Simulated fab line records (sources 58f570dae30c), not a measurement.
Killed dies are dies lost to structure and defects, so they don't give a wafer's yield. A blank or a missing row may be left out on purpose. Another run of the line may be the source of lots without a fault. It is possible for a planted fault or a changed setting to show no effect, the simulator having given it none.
Which tool was responsible? :: flow berkeley-cmos170 :: 21 wafers sampled from 7 lots at 1 step of a route of 331

== WHAT THE GAUGES READ, wafer by wafer ==
UCB170_NWELL_THK_MEAS_02.
lot: L310
measured: day 2 14:18
on: film-metro-04
NWELL_OXIDE_THK (nm): 26.5 26.7 26.5

lot: L312
measured: day 2 18:37
on: film-metro-04
NWELL_OXIDE_THK (nm): 26.4 26.3 26.1

lot: L314
measured: day 3 02:34
on: film-metro-02
NWELL_OXIDE_THK (nm): 26.7 26.3 26.8

lot: L316
measured: day 3 19:42
on: film-metro-04
NWELL_OXIDE_THK (nm): 26.1 25.9 26.0

lot: L329
measured: day 6 12:12
on: film-metro-04
NWELL_OXIDE_THK (nm): 26.1 25.8 25.9

lot: L331
measured: day 6 17:10
on: film-metro-02
NWELL_OXIDE_THK (nm): 25.9 26.1 25.6

lot: L332
measured: day 6 20:19
on: film-metro-02
NWELL_OXIDE_THK (nm): 26.2 26.0 26.1

== WHICH TOOL RAN EACH LOT (tool, then ch and the chambers of the sampled wafers, then the start) ==
The record holds no process step before these readings.

== THE ANSWER, worked out from the rows above alone ==
Rule: the usual values come from the lots themselves. Put in order of their means at a reading, lots are off if they are a third of the lots or fewer, leave a main group of 4 or more, and stand apart from it by a gap of 3 or more times the standard deviation of the main group's means; of several such gaps the widest counts. A main group whose means are all the same, to the digits that the tables above print for the reading, isn't used. A lot without any number at a reading at which 4 lots or more have one is off too. The other lots that the step has rows for count as sound.
Nothing can be told from this: no lot is off at any reading shown.

== WHAT HAD BEEN PUT IN BY THE SIMULATOR ==
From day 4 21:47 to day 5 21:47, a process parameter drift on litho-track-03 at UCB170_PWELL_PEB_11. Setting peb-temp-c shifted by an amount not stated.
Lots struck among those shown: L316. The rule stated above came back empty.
